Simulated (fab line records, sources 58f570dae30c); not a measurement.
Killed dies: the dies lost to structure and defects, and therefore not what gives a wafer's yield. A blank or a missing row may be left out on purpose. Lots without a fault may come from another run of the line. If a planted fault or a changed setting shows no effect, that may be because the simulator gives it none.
One fault seen from 2 desks -- flow berkeleyCmos170 -- what lay behind the numbers comes last; until then each desk has only its own

## THE TOOL OWNER'S DESK: implanter-04
UCB170_PSD_IMPLANT_08, tool's own readings: per-lot mean of the sampled wafers with a number, covering each lot this tool ran. Any lot whose mean is over 4 standard deviations away from the usual mean is out of limits and marked OUT; that distance is given in the brackets.
Columns: A = beamOnS at UCB170_PSD_IMPLANT_08, usual 10.00 s; B = faradayCurrentUA at UCB170_PSD_IMPLANT_08, usual 9264
lot,first seen here,A,B
L248,day 7 04:51,10.03,9228
L254,day 8 09:04,7.86 (-11) OUT,11781 (+14) OUT
L255,day 8 22:29,7.81 (-11) OUT,11841 (+14) OUT
This desk finds L254, L255 out of limits, L254 being first, at day 8 09:04 (beamOnS at UCB170_PSD_IMPLANT_08). In limits: L248.

## THE METROLOGY DESK
What the gauges read for every lot (on any tool): the sampled wafers with a number, averaged. Any lot whose mean is over 4 standard deviations away from the usual mean is out of limits and marked OUT; that distance is given in the brackets.
Columns: A = cdNm at UCB170_PSD_CD_MEAS_06, usual 1200.0 nm; B = PSD_TW at UCB170_PSD_TW_MEAS_10, usual 2334; C = cdNm at UCB170_NSD_CD_MEAS_06, usual 1200.3 nm; D = NSD_OVL at UCB170_NSD_OVL_MEAS_07, usual 1 nm; E = PSD_RS at UCB170_SDANNEAL_RS_MEAS_02, usual 75.49 ohm/sq
lot,first seen here,A,B,C,D,E
L246,day 6 18:32,1201.3,2291,1199.9,4,75.82
L248,day 7 04:41,1199.0,2415,1198.8,-2,75.31
L247,day 7 04:58,1199.3,2315,1198.7,7,75.32
L254,day 8 08:54,1201.6,2139 (-4.4) OUT,1199.8,0,89.63 (+51) OUT
L258,day 8 21:29,1198.4,2307,1199.8,4,75.57
L257,day 8 21:58,1200.7,2297,1200.4,4,75.54
L256,day 8 22:08,1199.9,2312,1202.2,3,75.69
L255,day 8 22:20,1200.7,2129 (-4.7) OUT,1200.7,-2,89.33 (+49) OUT
L259,day 9 06:59,1198.0,2393,1199.1,-1,75.33
L266,day 10 06:35,1202.2,2401,1200.9,3,75.54
L264,day 10 06:44,1198.6,2301,1199.2,-1,75.46
L262,day 10 07:34,1199.1,2303,1201.0,2,75.38
L268,day 10 16:37,1199.0,2397,1199.3,8,76.08
L269,day 11 10:02,1200.0,2396,1202.7,-2,75.57
Per this desk, out of limits: L254, L255; the first was L254, day 8 09:18 (PSD_TW at UCB170_PSD_TW_MEAS_10). In limits: L246, L248, L247, L258, L257, L256, L259, L266, L264, L262, L268, L269.

## PUT TOGETHER
The tool owner's desk had the chance to raise an alarm at day 8 09:04 on L254, L255.
On L254, L255, the metrology desk was in a position to raise an alarm at day 8 09:18.
On implanter-04, each named lot ran UCB170_PSD_IMPLANT_08.

## WHAT THE SIMULATOR HAD PUT IN
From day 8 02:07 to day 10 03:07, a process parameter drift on implanter-04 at UCB170_PSD_IMPLANT_08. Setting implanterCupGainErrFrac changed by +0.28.
Shown lots that were struck: L254, L255.
Fault start to first reading out of limits, in hours, per desk: tool owner, 7; metrology, 7.
